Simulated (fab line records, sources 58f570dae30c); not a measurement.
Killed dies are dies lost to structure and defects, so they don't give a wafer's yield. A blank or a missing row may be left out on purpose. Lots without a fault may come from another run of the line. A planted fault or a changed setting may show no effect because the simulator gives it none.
A struck lot beside a sound one | flow berkeley_cmos170 | 19 steps out of a route of 331
Sound: wafers L833.1, L833.3, L833.6. Struck: wafers L827.1, L827.2, L827.6. The cause comes at the end.
At each step with rows: each side's tool, then ch and its chambers, then its first start. Under that, the readings that differ: sound wafers | struck wafers | difference of the means | sigmas: that difference in standard deviations of wafers without a fault.
alike: readings whose means differ by less than 2 such deviations, and words and numbers that are the same on both sides. not compared: withheld readings, readings that some wafer has no value for, bounds like >300 that may hide the same value, and numbers for which the record gives no deviation and whose values overlap.
The two part at a step that has a row with sigmas, a row that says differs or no value, or rows on one side only. Numbers that don't overlap but have no deviation are shown without sigmas and don't part them. A reading that every wafer of one side lacks parts them only if that side has two wafers or more.

first, 2 steps without rows for these wafers: UCB170_PLDD_PEB_04; UCB170_PLDD_DEVELOP_05 (develop time 45 s).
UCB170_PLDD_CD_MEAS_06: target cd 1200 nm.
  sound on cd_sem-02, day 10 06:38; struck on cd_sem-02, day 8 23:58
  alike: cd_nm
UCB170_PLDD_OVL_MEAS_07:
  sound on overlay-01, day 10 06:46; struck on overlay-01, day 9 00:05
  alike: PLDD_OVL
then, 2 steps without rows for these wafers: UCB170_PLDD_IMPLANT_08; UCB170_PLDD_IMPLANT_09.
UCB170_PLDD_STRIP_10: strips in O2.
  sound on plasma_asher-02 ch 0,1, day 10 07:06; struck on plasma_asher-03 ch 0,1, day 9 00:25
  alike: drypump_motor_current_A, oes_product_au, strip_time_to_endpoint_s
  not compared: rf_hours_counter_h
UCB170_PLDD_TW_MEAS_11:
  sound on film_metro-01, day 10 07:12; struck on film_metro-01, day 9 00:31
  alike: PLDD_TW
then, 4 steps without rows for these wafers: UCB170_PLDD_CLEAN_12 (cleans in SPM, time 600 s); UCB170_NLDD_HMDS_00 (prime time 60 s); UCB170_NLDD_COAT_01 (resist thk 900 nm); UCB170_NLDD_SOFTBAKE_02 (time 60 s).
UCB170_NLDD_EXPOSE_03: exposes mask NSELECT, target cd 1200 nm.
  sound on krf_scanner-01 ch 0, day 10 08:56; struck on krf_scanner-02 ch 0, day 9 01:13
  reading                      | sound                | struck            | difference | sigmas
  model.NLDD.overlay_x_nm (nm) | -2.203 -2.203 -2.203 | 258.3 258.3 258.3 | +260.5     |
  alike: mask
then, 2 steps without rows for these wafers: UCB170_NLDD_PEB_04; UCB170_NLDD_DEVELOP_05 (develop time 45 s).
UCB170_NLDD_CD_MEAS_06: target cd 1200 nm.
  sound on cd_sem-02, day 10 09:53; struck on cd_sem-01, day 9 01:50
  reading    | sound                | struck               | difference | sigmas
  cd_nm (nm) | 1200.0 1200.6 1202.8 | 1197.4 1198.1 1199.2 | -2.9       | -2
UCB170_NLDD_OVL_MEAS_07:
  sound on overlay-02, day 10 10:01; struck on overlay-02, day 9 01:57
  reading       | sound    | struck      | difference | sigmas
  NLDD_OVL (nm) | -8 -8 -5 | 261 254 253 | +263       | +64
then, 1 step without rows for these wafers: UCB170_NLDD_IMPLANT_08.
UCB170_M3_PROBE_99:
  sound on prober-02, day 11 22:19; struck on prober-02, day 10 21:21
  reading                        | sound             | struck          | difference | sigmas
  model.etest.nldd.line_ohm_um   | 1217 1203 1186    | 1550 1540 1532  | +339       |
  model.etest.nldd.width_nm (nm) | 629.8 623.3 636.9 | 498 500.9 500.7 | -130       |

WHERE THEY PART
First at UCB170_NLDD_CD_MEAS_06; last, within this record, at UCB170_NLDD_OVL_MEAS_07.

WHY: what the simulator had put in
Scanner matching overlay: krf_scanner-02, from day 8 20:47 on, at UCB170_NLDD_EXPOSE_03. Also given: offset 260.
